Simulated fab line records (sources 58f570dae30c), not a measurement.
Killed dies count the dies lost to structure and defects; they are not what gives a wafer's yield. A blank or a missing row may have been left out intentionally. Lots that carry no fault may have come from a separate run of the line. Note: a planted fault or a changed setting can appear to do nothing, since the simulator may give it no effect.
fab line records / flow berkeley_cmos170
record lots=7 wafers=21 last_day=12
route steps=331 shown V1@257
lots that met no fault: taken from a fault-free run of the same line
start_h: hours from the record's opening day to when the first of the lot's shown wafers began / wait_h: hours elapsed since this lot's preceding step / " repeats the value in the row above / L1.1+2: several wafers, shown together as one row / - either no value or no given start / * or withheld: withheld / < > ~ a bound
route shown NAME@n: names a module that has steps shown in the file, with the first one's number in the route / usual: mean and standard deviation over wafers with no fault / same: alike in all rows / chamber/n: place in a boat / sites: each site's reading / _std_site: how widely they spread, as a standard deviation / _edge_site: outer sites' mean less inner sites' / radius_mm: how far each site lies from the wafer's centre / mask NAME#n: copy n / behind: the last tool/chamber to shape the wafer / hold: cause of the lot's hold/its duration in hours/its outcome / device: names the non-switching transistor (n, p or np) / end of line: the same wafers' tests at the end of the route / step lacking rows: just its recipe / killed: at the first sort, the dies lost to defects and structure; wafer yield is something else / map: per-die view of a wafer (x killed, . not killed, _ where there is no die)
set.NAME: setting as actually run; set.NAME@STEP: the setting as run at that earlier step / model.NAME: the simulator's own value behind a step, which no gauge read
certain route steps with their lots: each step a table, each wafer a row
services: the hour from which a tool's chamber was out of use, counted from the record's first day as start_h (under 0 if before that day), plus the number of hours and why
## steps
# step UCB170_V1_BOW_MEAS_03
# recipe mode=bow
# usual V1_BOW=19/7
lot.wafer=L340.2 tool=film_metro-04 chamber=- start_h=171.88 wait_h=0.2 V1_BOW[um]=10
lot.wafer=L340.3 tool=film_metro-04 chamber=- start_h=171.88 wait_h=0.2 V1_BOW[um]=20
lot.wafer=L340.6 tool=film_metro-04 chamber=- start_h=171.88 wait_h=0.2 V1_BOW[um]=1
lot.wafer=L344.2 tool=film_metro-02 chamber=- start_h=203.22 wait_h=0.2 V1_BOW[um]=15
lot.wafer=L344.3 tool=film_metro-02 chamber=- start_h=203.22 wait_h=0.2 V1_BOW[um]=9
lot.wafer=L344.4 tool=film_metro-02 chamber=- start_h=203.22 wait_h=0.2 V1_BOW[um]=6
lot.wafer=L345.1 tool=film_metro-01 chamber=- start_h=203.50 wait_h=0.2 V1_BOW[um]=21
lot.wafer=L345.4 tool=film_metro-01 chamber=- start_h=203.50 wait_h=0.2 V1_BOW[um]=6
lot.wafer=L345.6 tool=film_metro-01 chamber=- start_h=203.50 wait_h=0.2 V1_BOW[um]=12
lot.wafer=L346.1 tool=film_metro-04 chamber=- start_h=203.50 wait_h=0.2 V1_BOW[um]=26
lot.wafer=L346.3 tool=film_metro-04 chamber=- start_h=203.50 wait_h=0.2 V1_BOW[um]=17
lot.wafer=L346.6 tool=film_metro-04 chamber=- start_h=203.50 wait_h=0.2 V1_BOW[um]=30
lot.wafer=L349.1 tool=film_metro-04 chamber=- start_h=221.17 wait_h=0.1 V1_BOW[um]=25
lot.wafer=L349.5 tool=film_metro-04 chamber=- start_h=221.17 wait_h=0.1 V1_BOW[um]=25
lot.wafer=L349.6 tool=film_metro-04 chamber=- start_h=221.17 wait_h=0.1 V1_BOW[um]=20
lot.wafer=L351.1 tool=film_metro-04 chamber=- start_h=248.86 wait_h=0.1 V1_BOW[um]=16
lot.wafer=L351.3 tool=film_metro-04 chamber=- start_h=248.86 wait_h=0.1 V1_BOW[um]=13
lot.wafer=L351.5 tool=film_metro-04 chamber=- start_h=248.86 wait_h=0.1 V1_BOW[um]=15
lot.wafer=L360.2 tool=film_metro-04 chamber=- start_h=282.04 wait_h=0.2 V1_BOW[um]=6
lot.wafer=L360.3 tool=film_metro-04 chamber=- start_h=282.04 wait_h=0.2 V1_BOW[um]=19
lot.wafer=L360.6 tool=film_metro-04 chamber=- start_h=282.04 wait_h=0.2 V1_BOW[um]=15
# step UCB170_V1_THK_MEAS_04
# recipe reads=SiO2_of_V1_CVD_00
# usual V1_POLISHED_THK=999.8/1.2
lot.wafer=L340.2 tool=film_metro-04 chamber=- start_h=171.99 wait_h=0.1 V1_POLISHED_THK[nm]=998.2
lot.wafer=L340.3 tool=film_metro-04 chamber=- start_h=171.99 wait_h=0.1 V1_POLISHED_THK[nm]=998.5
lot.wafer=L340.6 tool=film_metro-04 chamber=- start_h=171.99 wait_h=0.1 V1_POLISHED_THK[nm]=999.2
lot.wafer=L344.2 tool=film_metro-02 chamber=- start_h=203.33 wait_h=0.1 V1_POLISHED_THK[nm]=998.2
lot.wafer=L344.3 tool=film_metro-02 chamber=- start_h=203.33 wait_h=0.1 V1_POLISHED_THK[nm]=1000.0
lot.wafer=L344.4 tool=film_metro-02 chamber=- start_h=203.33 wait_h=0.1 V1_POLISHED_THK[nm]=999.1
lot.wafer=L345.1 tool=film_metro-01 chamber=- start_h=203.62 wait_h=0.1 V1_POLISHED_THK[nm]=1001.6
lot.wafer=L345.4 tool=film_metro-01 chamber=- start_h=203.62 wait_h=0.1 V1_POLISHED_THK[nm]=998.6
lot.wafer=L345.6 tool=film_metro-01 chamber=- start_h=203.62 wait_h=0.1 V1_POLISHED_THK[nm]=997.2
lot.wafer=L346.1 tool=film_metro-04 chamber=- start_h=203.62 wait_h=0.1 V1_POLISHED_THK[nm]=1000.1
lot.wafer=L346.3 tool=film_metro-04 chamber=- start_h=203.62 wait_h=0.1 V1_POLISHED_THK[nm]=999.6
lot.wafer=L346.6 tool=film_metro-04 chamber=- start_h=203.62 wait_h=0.1 V1_POLISHED_THK[nm]=998.5
lot.wafer=L349.1 tool=film_metro-04 chamber=- start_h=221.29 wait_h=0.1 V1_POLISHED_THK[nm]=999.7
lot.wafer=L349.5 tool=film_metro-04 chamber=- start_h=221.29 wait_h=0.1 V1_POLISHED_THK[nm]=998.9
lot.wafer=L349.6 tool=film_metro-04 chamber=- start_h=221.29 wait_h=0.1 V1_POLISHED_THK[nm]=1000.3
lot.wafer=L351.1 tool=film_metro-04 chamber=- start_h=248.98 wait_h=0.1 V1_POLISHED_THK[nm]=999.9
lot.wafer=L351.3 tool=film_metro-04 chamber=- start_h=248.98 wait_h=0.1 V1_POLISHED_THK[nm]=999.8
lot.wafer=L351.5 tool=film_metro-04 chamber=- start_h=248.98 wait_h=0.1 V1_POLISHED_THK[nm]=1000.2
lot.wafer=L360.2 tool=film_metro-04 chamber=- start_h=282.15 wait_h=0.1 V1_POLISHED_THK[nm]=998.7
lot.wafer=L360.3 tool=film_metro-04 chamber=- start_h=282.15 wait_h=0.1 V1_POLISHED_THK[nm]=1001.2
lot.wafer=L360.6 tool=film_metro-04 chamber=- start_h=282.15 wait_h=0.1 V1_POLISHED_THK[nm]=999.4
# step UCB170_V1_CLEAN_05
# recipe chemistry=DIW
# step UCB170_V1_HMDS_06
# recipe prime_time_s=60 prime_temp_c=100
# step UCB170_V1_COAT_07
# recipe resist=KrF spin_rpm=1500 resist_thk_nm=900
# step UCB170_V1_SOFTBAKE_08
# recipe resist=KrF temp_c=130 time_s=60
# step UCB170_V1_EXPOSE_09
# recipe mask_id=VIA1 target_cd_nm=700 na=0.5 sigma_outer=0.6 source_shape=conventional dose_mj=37
# step UCB170_V1_PEB_10
# recipe peb_temp_c=130 peb_time_s=withheld resist=KrF
# step UCB170_V1_DEVELOP_11
# recipe developer=TMAH develop_time_s=47.2 resist=KrF dev_temp_c=21
# step UCB170_V1_CD_MEAS_12
# recipe target_cd_nm=700
# usual cd_nm=700.2/1.4
lot.wafer=L340.2 tool=cd_sem-02 chamber=- start_h=174.91 wait_h=- cd_nm=702.5
lot.wafer=L340.3 tool=cd_sem-02 chamber=- start_h=174.91 wait_h=- cd_nm=702.0
lot.wafer=L340.6 tool=cd_sem-02 chamber=- start_h=174.91 wait_h=- cd_nm=700.8
lot.wafer=L344.2 tool=cd_sem-01 chamber=- start_h=205.09 wait_h=- cd_nm=699.4
lot.wafer=L344.3 tool=cd_sem-01 chamber=- start_h=205.09 wait_h=- cd_nm=700.2
lot.wafer=L344.4 tool=cd_sem-01 chamber=- start_h=205.09 wait_h=- cd_nm=699.5
lot.wafer=L345.1 tool=cd_sem-02 chamber=- start_h=206.07 wait_h=- cd_nm=699.0
lot.wafer=L345.4 tool=cd_sem-02 chamber=- start_h=206.07 wait_h=- cd_nm=698.9
lot.wafer=L345.6 tool=cd_sem-02 chamber=- start_h=206.07 wait_h=- cd_nm=698.9
lot.wafer=L346.1 tool=cd_sem-02 chamber=- start_h=206.19 wait_h=- cd_nm=699.5
lot.wafer=L346.3 tool=cd_sem-02 chamber=- start_h=206.19 wait_h=- cd_nm=698.8
lot.wafer=L346.6 tool=cd_sem-02 chamber=- start_h=206.19 wait_h=- cd_nm=698.2
lot.wafer=L349.1 tool=cd_sem-01 chamber=- start_h=224.79 wait_h=- cd_nm=703.5
lot.wafer=L349.5 tool=cd_sem-01 chamber=- start_h=224.79 wait_h=- cd_nm=701.0
lot.wafer=L349.6 tool=cd_sem-01 chamber=- start_h=224.79 wait_h=- cd_nm=702.2
lot.wafer=L351.1 tool=cd_sem-01 chamber=- start_h=250.90 wait_h=- cd_nm=702.6
lot.wafer=L351.3 tool=cd_sem-01 chamber=- start_h=250.90 wait_h=- cd_nm=702.3
lot.wafer=L351.5 tool=cd_sem-01 chamber=- start_h=250.90 wait_h=- cd_nm=703.0
lot.wafer=L360.2 tool=cd_sem-01 chamber=- start_h=283.26 wait_h=- cd_nm=699.7
lot.wafer=L360.3 tool=cd_sem-01 chamber=- start_h=283.26 wait_h=- cd_nm=697.3
lot.wafer=L360.6 tool=cd_sem-01 chamber=- start_h=283.26 wait_h=- cd_nm=699.1
# step UCB170_V1_OVL_MEAS_13
# usual V1_OVL=-3/6.3
lot.wafer=L340.2 tool=overlay-02 chamber=- start_h=175.01 wait_h=0.1 V1_OVL[nm]=-3
lot.wafer=L340.3 tool=overlay-02 chamber=- start_h=175.01 wait_h=0.1 V1_OVL[nm]=-6
lot.wafer=L340.6 tool=overlay-02 chamber=- start_h=175.01 wait_h=0.1 V1_OVL[nm]=2
lot.wafer=L344.2 tool=overlay-01 chamber=- start_h=205.19 wait_h=0.1 V1_OVL[nm]=-1
lot.wafer=L344.3 tool=overlay-01 chamber=- start_h=205.19 wait_h=0.1 V1_OVL[nm]=5
lot.wafer=L344.4 tool=overlay-01 chamber=- start_h=205.19 wait_h=0.1 V1_OVL[nm]=-4
lot.wafer=L345.1 tool=overlay-02 chamber=- start_h=206.19 wait_h=0.1 V1_OVL[nm]=-9
lot.wafer=L345.4 tool=overlay-02 chamber=- start_h=206.19 wait_h=0.1 V1_OVL[nm]=-13
lot.wafer=L345.6 tool=overlay-02 chamber=- start_h=206.19 wait_h=0.1 V1_OVL[nm]=-10
lot.wafer=L346.1 tool=overlay-02 chamber=- start_h=206.31 wait_h=0.1 V1_OVL[nm]=-9
lot.wafer=L346.3 tool=overlay-02 chamber=- start_h=206.31 wait_h=0.1 V1_OVL[nm]=-6
lot.wafer=L346.6 tool=overlay-02 chamber=- start_h=206.31 wait_h=0.1 V1_OVL[nm]=-10
lot.wafer=L349.1 tool=overlay-01 chamber=- start_h=224.91 wait_h=0.1 V1_OVL[nm]=3
lot.wafer=L349.5 tool=overlay-01 chamber=- start_h=224.91 wait_h=0.1 V1_OVL[nm]=-1
lot.wafer=L349.6 tool=overlay-01 chamber=- start_h=224.91 wait_h=0.1 V1_OVL[nm]=5
lot.wafer=L351.1 tool=overlay-01 chamber=- start_h=251.02 wait_h=0.1 V1_OVL[nm]=-4
lot.wafer=L351.3 tool=overlay-01 chamber=- start_h=251.02 wait_h=0.1 V1_OVL[nm]=-2
lot.wafer=L351.5 tool=overlay-01 chamber=- start_h=251.02 wait_h=0.1 V1_OVL[nm]=-5
lot.wafer=L360.2 tool=overlay-01 chamber=- start_h=283.36 wait_h=0.1 V1_OVL[nm]=1
lot.wafer=L360.3 tool=overlay-01 chamber=- start_h=283.36 wait_h=0.1 V1_OVL[nm]=3
lot.wafer=L360.6 tool=overlay-01 chamber=- start_h=283.36 wait_h=0.1 V1_OVL[nm]=6
# step UCB170_V1_ETCH_14
# recipe chemistry=CHF3/CF4/Ar target=SiO2 stop_on=Al CHF3_flow_sccm=45 cf4_flow_sccm=15 Ar_flow_sccm=150 pressure_mtorr=200 rf_w=700 target_depth_a=12500 over_etch_frac=0.25 time_s=291
# usual drypump_motor_current_A=5.8/0.57 oes_product_au=0.870/0.013 throttle_valve_pct=6.93/0.12
# same over_etch_frac=0.25 time_s=291
lot.wafer=L340.2 tool=rie_diel-02 chamber=0 start_h=175.04 wait_h=0.0 drypump_motor_current_A=4.8 oes_product_au=0.886 rf_hours_counter_h=17 throttle_valve_pct=6.96
lot.wafer=L340.3 tool=rie_diel-02 chamber=3 start_h=175.04 wait_h=0.0 drypump_motor_current_A=5.9 oes_product_au=0.867 rf_hours_counter_h=26 throttle_valve_pct=7.10
lot.wafer=L340.6 tool=rie_diel-02 chamber=1 start_h=175.04 wait_h=0.0 drypump_motor_current_A=5.7 oes_product_au=0.878 rf_hours_counter_h=- throttle_valve_pct=6.98
lot.wafer=L344.2 tool=rie_diel-04 chamber=2 start_h=205.22 wait_h=0.0 drypump_motor_current_A=5.6 oes_product_au=0.863 rf_hours_counter_h=73 throttle_valve_pct=6.80
lot.wafer=L344.3 tool=rie_diel-04 chamber=0 start_h=205.22 wait_h=0.0 drypump_motor_current_A=6.7 oes_product_au=0.878 rf_hours_counter_h=23 throttle_valve_pct=7.02
lot.wafer=L344.4 tool=rie_diel-04 chamber=0 start_h=205.22 wait_h=0.0 drypump_motor_current_A=6.7 oes_product_au=0.883 rf_hours_counter_h=- throttle_valve_pct=7.02
lot.wafer=L345.1 tool=rie_diel-03 chamber=3 start_h=206.22 wait_h=0.0 drypump_motor_current_A=5.3 oes_product_au=0.874 rf_hours_counter_h=132 throttle_valve_pct=6.84
lot.wafer=L345.4 tool=rie_diel-03 chamber=2 start_h=206.22 wait_h=0.0 drypump_motor_current_A=5.9 oes_product_au=0.871 rf_hours_counter_h=127 throttle_valve_pct=6.93
lot.wafer=L345.6 tool=rie_diel-03 chamber=3 start_h=206.22 wait_h=0.0 drypump_motor_current_A=5.3 oes_product_au=0.872 rf_hours_counter_h=- throttle_valve_pct=6.82
lot.wafer=L346.1 tool=rie_diel-04 chamber=2 start_h=206.34 wait_h=0.0 drypump_motor_current_A=5.6 oes_product_au=0.865 rf_hours_counter_h=73 throttle_valve_pct=6.80
lot.wafer=L346.3 tool=rie_diel-04 chamber=3 start_h=206.34 wait_h=0.0 drypump_motor_current_A=5.5 oes_product_au=0.885 rf_hours_counter_h=97 throttle_valve_pct=6.96
lot.wafer=L346.6 tool=rie_diel-04 chamber=2 start_h=206.34 wait_h=0.0 drypump_motor_current_A=5.6 oes_product_au=0.868 rf_hours_counter_h=- throttle_valve_pct=6.80
lot.wafer=L349.1 tool=rie_diel-04 chamber=0 start_h=224.94 wait_h=0.0 drypump_motor_current_A=6.7 oes_product_au=0.865 rf_hours_counter_h=25 throttle_valve_pct=7.03
lot.wafer=L349.5 tool=rie_diel-04 chamber=3 start_h=224.94 wait_h=0.0 drypump_motor_current_A=5.5 oes_product_au=0.871 rf_hours_counter_h=- throttle_valve_pct=6.96
lot.wafer=L349.6 tool=rie_diel-04 chamber=0 start_h=224.94 wait_h=0.0 drypump_motor_current_A=6.7 oes_product_au=0.878 rf_hours_counter_h=- throttle_valve_pct=7.03
lot.wafer=L351.1 tool=rie_diel-02 chamber=1 start_h=251.05 wait_h=0.0 drypump_motor_current_A=5.7 oes_product_au=0.880 rf_hours_counter_h=5 throttle_valve_pct=7.00
lot.wafer=L351.3 tool=rie_diel-02 chamber=2 start_h=251.05 wait_h=0.0 drypump_motor_current_A=5.5 oes_product_au=0.871 rf_hours_counter_h=109 throttle_valve_pct=6.74
lot.wafer=L351.5 tool=rie_diel-02 chamber=0 start_h=251.05 wait_h=0.0 drypump_motor_current_A=4.8 oes_product_au=0.878 rf_hours_counter_h=- throttle_valve_pct=6.96
lot.wafer=L360.2 tool=rie_diel-02 chamber=3 start_h=283.39 wait_h=0.0 drypump_motor_current_A=5.9 oes_product_au=0.863 rf_hours_counter_h=31 throttle_valve_pct=7.10
lot.wafer=L360.3 tool=rie_diel-02 chamber=2 start_h=283.39 wait_h=0.0 drypump_motor_current_A=5.5 oes_product_au=0.873 rf_hours_counter_h=111 throttle_valve_pct=6.75
lot.wafer=L360.6 tool=rie_diel-02 chamber=1 start_h=283.39 wait_h=0.0 drypump_motor_current_A=5.7 oes_product_au=0.878 rf_hours_counter_h=- throttle_valve_pct=6.97
# step UCB170_V1_STRIP_15
# recipe chemistry=O2 power_w=400 pressure_mtorr=3500 platen_temp_c=withheld o2_flow_sccm=400 overash_fraction=0.5
# usual chamber_pressure_mTorr=3500/3.3 drypump_motor_current_A=5.7/0.64 oes_product_au=0.721/0.0043 strip_time_to_endpoint_s=15.28/0.076
lot.wafer=L340.2 tool=plasma_asher-02 chamber=1 start_h=175.22 wait_h=0.1 chamber_pressure_mTorr=3506 drypump_motor_current_A=4.9 oes_product_au=0.718 rf_hours_counter_h=47 strip_time_to_endpoint_s=15.29 model.KrF_of_V1_COAT_07.thk_nm=0
lot.wafer=L340.3 tool=plasma_asher-02 chamber=0 start_h=175.22 wait_h=0.1 chamber_pressure_mTorr=3502 drypump_motor_current_A=5.1 oes_product_au=0.712 rf_hours_counter_h=- strip_time_to_endpoint_s=15.38 model.KrF_of_V1_COAT_07.thk_nm=0
lot.wafer=L340.6 tool=plasma_asher-02 chamber=1 start_h=175.22 wait_h=0.1 chamber_pressure_mTorr=3503 drypump_motor_current_A=4.8 oes_product_au=0.728 rf_hours_counter_h=- strip_time_to_endpoint_s=15.28 model.KrF_of_V1_COAT_07.thk_nm=0
lot.wafer=L344.2 tool=plasma_asher-02 chamber=1 start_h=205.40 wait_h=0.1 chamber_pressure_mTorr=3497 drypump_motor_current_A=4.8 oes_product_au=0.719 rf_hours_counter_h=50 strip_time_to_endpoint_s=15.27 model.KrF_of_V1_COAT_07.thk_nm=0
lot.wafer=L344.3 tool=plasma_asher-02 chamber=0 start_h=205.40 wait_h=0.1 chamber_pressure_mTorr=3498 drypump_motor_current_A=5.1 oes_product_au=0.716 rf_hours_counter_h=- strip_time_to_endpoint_s=15.32 model.KrF_of_V1_COAT_07.thk_nm=0
lot.wafer=L344.4 tool=plasma_asher-02 chamber=1 start_h=205.40 wait_h=0.1 chamber_pressure_mTorr=3501 drypump_motor_current_A=4.9 oes_product_au=0.721 rf_hours_counter_h=- strip_time_to_endpoint_s=15.28 model.KrF_of_V1_COAT_07.thk_nm=0
lot.wafer=L345.1 tool=plasma_asher-04 chamber=1 start_h=206.40 wait_h=0.1 chamber_pressure_mTorr=- drypump_motor_current_A=- oes_product_au=- rf_hours_counter_h=- strip_time_to_endpoint_s=- model.KrF_of_V1_COAT_07.thk_nm=605.8
lot.wafer=L345.4 tool=plasma_asher-04 chamber=0 start_h=206.40 wait_h=0.1 chamber_pressure_mTorr=- drypump_motor_current_A=- oes_product_au=- rf_hours_counter_h=- strip_time_to_endpoint_s=- model.KrF_of_V1_COAT_07.thk_nm=608.9
lot.wafer=L345.6 tool=plasma_asher-04 chamber=1 start_h=206.40 wait_h=0.1 chamber_pressure_mTorr=- drypump_motor_current_A=- oes_product_au=- rf_hours_counter_h=- strip_time_to_endpoint_s=- model.KrF_of_V1_COAT_07.thk_nm=609
lot.wafer=L346.1 tool=plasma_asher-02 chamber=0 start_h=206.52 wait_h=0.1 chamber_pressure_mTorr=- drypump_motor_current_A=- oes_product_au=- rf_hours_counter_h=- strip_time_to_endpoint_s=- model.KrF_of_V1_COAT_07.thk_nm=608.8
lot.wafer=L346.3 tool=plasma_asher-02 chamber=1 start_h=206.52 wait_h=0.1 chamber_pressure_mTorr=- drypump_motor_current_A=- oes_product_au=- rf_hours_counter_h=- strip_time_to_endpoint_s=- model.KrF_of_V1_COAT_07.thk_nm=604.6
lot.wafer=L346.6 tool=plasma_asher-02 chamber=1 start_h=206.52 wait_h=0.1 chamber_pressure_mTorr=- drypump_motor_current_A=- oes_product_au=- rf_hours_counter_h=- strip_time_to_endpoint_s=- model.KrF_of_V1_COAT_07.thk_nm=600.8
lot.wafer=L349.1 tool=plasma_asher-01 chamber=0 start_h=225.12 wait_h=0.1 chamber_pressure_mTorr=- drypump_motor_current_A=- oes_product_au=- rf_hours_counter_h=- strip_time_to_endpoint_s=- model.KrF_of_V1_COAT_07.thk_nm=607.3
lot.wafer=L349.5 tool=plasma_asher-01 chamber=1 start_h=225.12 wait_h=0.1 chamber_pressure_mTorr=- drypump_motor_current_A=- oes_product_au=- rf_hours_counter_h=- strip_time_to_endpoint_s=- model.KrF_of_V1_COAT_07.thk_nm=605.9
lot.wafer=L349.6 tool=plasma_asher-01 chamber=0 start_h=225.12 wait_h=0.1 chamber_pressure_mTorr=- drypump_motor_current_A=- oes_product_au=- rf_hours_counter_h=- strip_time_to_endpoint_s=- model.KrF_of_V1_COAT_07.thk_nm=606.6
lot.wafer=L351.1 tool=plasma_asher-04 chamber=0 start_h=251.23 wait_h=0.1 chamber_pressure_mTorr=3501 drypump_motor_current_A=6.3 oes_product_au=0.720 rf_hours_counter_h=42 strip_time_to_endpoint_s=15.23 model.KrF_of_V1_COAT_07.thk_nm=0
lot.wafer=L351.3 tool=plasma_asher-04 chamber=1 start_h=251.23 wait_h=0.1 chamber_pressure_mTorr=3499 drypump_motor_current_A=6.3 oes_product_au=0.723 rf_hours_counter_h=- strip_time_to_endpoint_s=15.24 model.KrF_of_V1_COAT_07.thk_nm=0
lot.wafer=L351.5 tool=plasma_asher-04 chamber=0 start_h=251.23 wait_h=0.1 chamber_pressure_mTorr=3499 drypump_motor_current_A=6.3 oes_product_au=0.718 rf_hours_counter_h=- strip_time_to_endpoint_s=15.27 model.KrF_of_V1_COAT_07.thk_nm=0
lot.wafer=L360.2 tool=plasma_asher-01 chamber=0 start_h=283.57 wait_h=0.1 chamber_pressure_mTorr=3496 drypump_motor_current_A=5.7 oes_product_au=0.723 rf_hours_counter_h=18 strip_time_to_endpoint_s=15.28 model.KrF_of_V1_COAT_07.thk_nm=0
lot.wafer=L360.3 tool=plasma_asher-01 chamber=1 start_h=283.57 wait_h=0.1 chamber_pressure_mTorr=3504 drypump_motor_current_A=6.5 oes_product_au=0.723 rf_hours_counter_h=- strip_time_to_endpoint_s=15.30 model.KrF_of_V1_COAT_07.thk_nm=0
lot.wafer=L360.6 tool=plasma_asher-01 chamber=1 start_h=283.57 wait_h=0.1 chamber_pressure_mTorr=3496 drypump_motor_current_A=6.5 oes_product_au=0.718 rf_hours_counter_h=- strip_time_to_endpoint_s=15.25 model.KrF_of_V1_COAT_07.thk_nm=0
# step UCB170_V1_CD_MEAS_90
# recipe target_cd_nm=700
# usual cd_nm=700.1/1.5
lot.wafer=L340.2 tool=cd_sem-02 chamber=- start_h=175.63 wait_h=0.4 cd_nm=702.5
lot.wafer=L340.3 tool=cd_sem-02 chamber=- start_h=175.63 wait_h=0.4 cd_nm=702.5
lot.wafer=L340.6 tool=cd_sem-02 chamber=- start_h=175.63 wait_h=0.4 cd_nm=700.8
lot.wafer=L344.2 tool=cd_sem-02 chamber=- start_h=205.52 wait_h=0.1 cd_nm=700.1
lot.wafer=L344.3 tool=cd_sem-02 chamber=- start_h=205.52 wait_h=0.1 cd_nm=700.3
lot.wafer=L344.4 tool=cd_sem-02 chamber=- start_h=205.52 wait_h=0.1 cd_nm=699.1
lot.wafer=L345.1 tool=cd_sem-02 chamber=- start_h=206.50 wait_h=0.1 cd_nm=698.5
lot.wafer=L345.4 tool=cd_sem-02 chamber=- start_h=206.50 wait_h=0.1 cd_nm=698.1
lot.wafer=L345.6 tool=cd_sem-02 chamber=- start_h=206.50 wait_h=0.1 cd_nm=698.1
lot.wafer=L346.1 tool=cd_sem-01 chamber=- start_h=206.65 wait_h=0.1 cd_nm=699.0
lot.wafer=L346.3 tool=cd_sem-01 chamber=- start_h=206.65 wait_h=0.1 cd_nm=698.1
lot.wafer=L346.6 tool=cd_sem-01 chamber=- start_h=206.65 wait_h=0.1 cd_nm=698.7
lot.wafer=L349.1 tool=cd_sem-02 chamber=- start_h=225.22 wait_h=0.1 cd_nm=703.0
lot.wafer=L349.5 tool=cd_sem-02 chamber=- start_h=225.22 wait_h=0.1 cd_nm=701.8
lot.wafer=L349.6 tool=cd_sem-02 chamber=- start_h=225.22 wait_h=0.1 cd_nm=702.4
lot.wafer=L351.1 tool=cd_sem-01 chamber=- start_h=251.33 wait_h=0.1 cd_nm=703.6
lot.wafer=L351.3 tool=cd_sem-01 chamber=- start_h=251.33 wait_h=0.1 cd_nm=703.1
lot.wafer=L351.5 tool=cd_sem-01 chamber=- start_h=251.33 wait_h=0.1 cd_nm=702.9
lot.wafer=L360.2 tool=cd_sem-02 chamber=- start_h=283.69 wait_h=0.1 cd_nm=699.6
lot.wafer=L360.3 tool=cd_sem-02 chamber=- start_h=283.69 wait_h=0.1 cd_nm=698.0
lot.wafer=L360.6 tool=cd_sem-02 chamber=- start_h=283.69 wait_h=0.1 cd_nm=700.2
## services
tool=plasma_asher-04 chamber=- start_h=153.10 hours=4.3 kind=pm
tool=rie_diel-03 chamber=1 start_h=182.19 hours=- kind=clean
tool=rie_diel-03 chamber=1 start_h=182.19 hours=16.0 kind=scheduled_down
tool=rie_diel-03 chamber=1 start_h=182.19 hours=16.0 kind=vent_cycle
tool=rie_diel-04 chamber=1 start_h=200.40 hours=- kind=clean
tool=rie_diel-04 chamber=1 start_h=200.40 hours=25.5 kind=scheduled_down
tool=rie_diel-04 chamber=1 start_h=200.40 hours=25.5 kind=vent_cycle
tool=rie_diel-02 chamber=- start_h=218.60 hours=14.6 kind=pm
tool=rie_diel-03 chamber=- start_h=223.06 hours=2.8 kind=pm
tool=rie_diel-04 chamber=0 start_h=234.33 hours=7.2 kind=repair
tool=rie_diel-03 chamber=3 start_h=250.66 hours=- kind=clean
tool=rie_diel-03 chamber=3 start_h=250.66 hours=16.7 kind=scheduled_down
tool=rie_diel-03 chamber=3 start_h=250.66 hours=16.7 kind=vent_cycle
tool=rie_diel-03 chamber=2 start_h=254.67 hours=11.5 kind=repair
tool=plasma_asher-01 chamber=- start_h=257.30 hours=2.8 kind=pm
tool=rie_diel-03 chamber=2 start_h=270.92 hours=- kind=clean
tool=rie_diel-03 chamber=2 start_h=270.92 hours=18.7 kind=scheduled_down
tool=rie_diel-03 chamber=2 start_h=270.92 hours=18.7 kind=vent_cycle
## key
first_sign step=UCB170_V1_STRIP_15 reading=tool_record direction=missing
effect none on later readings
model_effect step=UCB170_V1_STRIP_15 value=KrF_of_V1_COAT_07.thk_nm without=0 struck=606.4
met_at UCB170_V1_STRIP_15
struck_wafers L345.1,L345.4,L345.6,L346.1,L346.3,L346.6,L349.1,L349.5,L349.6
later_rows_left_out L345.1,L345.4,L345.6,L346.1,L346.3,L346.6,L349.1,L349.5,L349.6
sort_left_out L345.1,L345.4,L345.6,L346.1,L346.3,L346.6,L349.1,L349.5,L349.6
onset_between 205.40 206.40
fault kind=skipped_step_whole tool=plasma_asher-01,plasma_asher-02,plasma_asher-04 chamber=- onset_h=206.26 steps=UCB170_V1_STRIP_15 scope=struck_lots_only
# sort_left_out: the simulated sort isn't trusted on such a fault, so these wafers' sort isn't shown, and their yield isn't known
# later_rows_left_out: the simulator's readings of these wafers behind a module that went badly wrong aren't trusted and aren't shown, but for the sort
